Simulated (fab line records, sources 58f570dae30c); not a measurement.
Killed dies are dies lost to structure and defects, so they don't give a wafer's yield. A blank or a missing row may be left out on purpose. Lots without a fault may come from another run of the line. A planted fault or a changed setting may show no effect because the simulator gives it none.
A struck lot beside a sound one | flow berkeley_cmos170 | 44 steps out of a route of 331
Sound: wafers L499.1, L499.2, L499.3. Struck: wafers L504.2, L504.5, L504.6. The cause comes at the end.
At each step with rows: each side's tool, then ch and its chambers, then its first start. Under that, the readings that differ: sound wafers | struck wafers | difference of the means | sigmas: that difference in standard deviations of wafers without a fault.
alike: readings whose means differ by less than 2 such deviations, and words and numbers that are the same on both sides. not compared: withheld readings, readings that some wafer has no value for, bounds like >300 that may hide the same value, and numbers for which the record gives no deviation and whose values overlap.
The two part at a step that has a row with sigmas, a row that says differs or no value, or rows on one side only. Numbers that don't overlap but have no deviation are shown without sigmas and don't part them. A reading that every wafer of one side lacks parts them only if that side has two wafers or more.

first, 6 steps without rows for these wafers: UCB170_V1_HMDS_06 (prime time 60 s); UCB170_V1_COAT_07 (resist thk 900 nm); UCB170_V1_SOFTBAKE_08 (time 60 s); UCB170_V1_EXPOSE_09 (exposes mask VIA1, target cd 700 nm); UCB170_V1_PEB_10; UCB170_V1_DEVELOP_11 (develop time 45 s).
UCB170_V1_CD_MEAS_12: target cd 700 nm.
  sound on cd_sem-02, day 8 20:47; struck on cd_sem-02, day 9 21:34
  alike: cd_nm
UCB170_V1_OVL_MEAS_13:
  sound on overlay-01, day 8 20:55; struck on overlay-01, day 9 21:40
  alike: V1_OVL
then, 1 step without rows for these wafers: UCB170_V1_ETCH_14 (etches SiO2 in CHF3/CF4/Ar, stops on Al, target depth 1250 nm, time 291 s).
UCB170_V1_STRIP_15: strips in O2.
  sound on plasma_asher-01 ch 0,1, day 8 21:08; struck on plasma_asher-02 ch 0,1, day 9 21:53
  alike: drypump_motor_current_A, oes_product_au, strip_time_to_endpoint_s
  not compared: rf_hours_counter_h
UCB170_V1_CD_MEAS_90: target cd 700 nm.
  sound on cd_sem-02, day 8 21:19; struck on cd_sem-02, day 9 22:00
  alike: cd_nm
then, 1 step without rows for these wafers: UCB170_M2_PRE_CLEAN_00 (preclean etch time 60 s).
UCB170_M2_SPUTTER_01: material Al, target thk 900 nm, time 120 s.
  sound on pvd_sputter-02, day 8 21:30; struck on pvd_sputter-02, day 9 22:10
  reading                               | sound             | struck        | difference | sigmas
  model.Al_of_M2_SPUTTER_01.thk_nm (nm) | 902.6 913.3 899.4 | 979 976 980.4 | +73        |
  alike: throttle_valve_pct
UCB170_M2_RS_MEAS_02: measures by four-point-probe.
  sound on film_metro-04, day 8 21:35; struck on film_metro-02, day 9 22:16
  reading           | sound                  | struck                  | difference | sigmas
  M2_AL_RS (ohm/sq) | 0.0321 0.03169 0.03215 | 0.02951 0.02953 0.02948 | -0.00247   | -9
UCB170_M2_THK_MEAS_03: measures by xrf.
  sound on film_metro-04, day 8 21:42; struck on film_metro-02, day 9 22:23
  reading        | sound       | struck      | difference | sigmas
  M2_AL_THK (nm) | 919 930 914 | 973 973 972 | +52        | +5
then, 3 steps without rows for these wafers: UCB170_M2_HMDS_04 (prime time 60 s); UCB170_M2_COAT_05 (resist thk 900 nm); UCB170_M2_SOFTBAKE_06 (time 60 s).
UCB170_M2_STRIP_07: strips in O2.
  sound on plasma_asher-01 ch 0,1, day 8 23:08; struck on plasma_asher-04 ch 0,1, day 9 22:53
  reading                      | sound             | struck            | difference | sigmas
  strip_time_to_endpoint_s (s) | 22.00 21.99 21.94 | 21.84 21.84 21.88 | -0.12      | -2
  alike: drypump_motor_current_A, oes_product_au
  not compared: rf_hours_counter_h
then, 7 steps without rows for these wafers: UCB170_M2_STRIP_08 (strips KrF in DMSO, time 600 s); UCB170_M2_COAT_09; UCB170_M2_COAT_10 (resist thk 900 nm); UCB170_M2_SOFTBAKE_11 (time 60 s); UCB170_M2_EXPOSE_12 (exposes mask METAL2, target cd 700 nm); UCB170_M2_PEB_13; UCB170_M2_DEVELOP_14 (develop time 45 s).
UCB170_M2_CD_MEAS_15: target cd 700 nm.
  sound on cd_sem-02, day 9 02:04; struck on cd_sem-01, day 10 00:43
  alike: cd_nm
UCB170_M2_OVL_MEAS_16:
  sound on overlay-02, day 9 02:11; struck on overlay-02, day 10 00:49
  alike: M2_OVL
then, 1 step without rows for these wafers: UCB170_M2_ETCH_17 (etches BARC in N2/H2).
UCB170_M2_METAL_ETCH_18: etches Al in Cl2/BCl3, stops on SiO2, target depth 1170 nm, time 195 s.
  sound on rie_metal-01 ch 0,1, day 9 02:16; struck on rie_metal-03 ch 0,1, day 10 00:53
  alike: drypump_motor_current_A, oes_product_au, throttle_valve_pct
  not compared: rf_hours_counter_h
UCB170_M2_STRIP_19: strips in O2.
  sound on plasma_asher-04 ch 0,1, day 9 02:28; struck on plasma_asher-02 ch 0,1, day 10 01:05
  alike: drypump_motor_current_A, oes_product_au
  not compared: rf_hours_counter_h
UCB170_M2_CD_MEAS_90: target cd 700 nm.
  sound on cd_sem-02, day 9 03:02; struck on cd_sem-02, day 10 01:12
  alike: cd_nm
then, 1 step without rows for these wafers: UCB170_V2_CVD_00 (deposits SiO2 from TEOS/O2, target thk 2000 nm, time 250 s).
UCB170_V2_THK_MEAS_01:
  sound on film_metro-03, day 9 03:19; struck on film_metro-03, day 10 01:28
  alike: V2_TEOS_THK
UCB170_V2_CMP_02: polishes SiO2.
  sound on cmp-01 ch 0,1,3, day 9 03:22; struck on cmp-01 ch 0,1,3, day 10 01:37
  alike: motor_current_A, slurry_flow_ml_min
UCB170_V2_BOW_MEAS_03:
  sound on film_metro-04, day 9 03:40; struck on film_metro-03, day 10 01:50
  alike: V2_BOW
UCB170_V2_THK_MEAS_04:
  sound on film_metro-04, day 9 03:47; struck on film_metro-03, day 10 01:56
  alike: V2_POLISHED_THK
then, 5 steps without rows for these wafers: UCB170_V2_CLEAN_05 (cleans in DIW); UCB170_V2_HMDS_06 (prime time 60 s); UCB170_V2_COAT_07 (resist thk 900 nm); UCB170_V2_SOFTBAKE_08 (time 60 s); UCB170_V2_EXPOSE_09 (exposes mask VIA2, target cd 700 nm).
UCB170_V2_ETCH_14: etches SiO2 in CHF3/CF4/Ar, stops on Al, target depth 1250 nm, time 291 s.
  sound on rie_diel-01 ch 0,2,3, day 9 08:51; struck on rie_diel-01 ch 0,1, day 10 05:47
  reading                               | sound             | struck            | difference | sigmas
  mfc_ar_sccm (sccm)                    | 150.8 150.2 149.7 | 149.3 149.0 149.5 | -1.0       | -2
  model.Al_of_M2_SPUTTER_01.thk_nm (nm) | 902.6 913.3 899.3 | 979 976 980.4     | +73        |
  alike: drypump_motor_current_A, oes_product_au, throttle_valve_pct
  not compared: rf_hours_counter_h
UCB170_M3_PROBE_99:
  the record has rows for the struck wafers here (prober-02, day 10 09:25) and none for the sound ones

WHERE THEY PART
First at UCB170_M2_RS_MEAS_02; last, within this record, at UCB170_M3_PROBE_99.

WHY: what the simulator had put in
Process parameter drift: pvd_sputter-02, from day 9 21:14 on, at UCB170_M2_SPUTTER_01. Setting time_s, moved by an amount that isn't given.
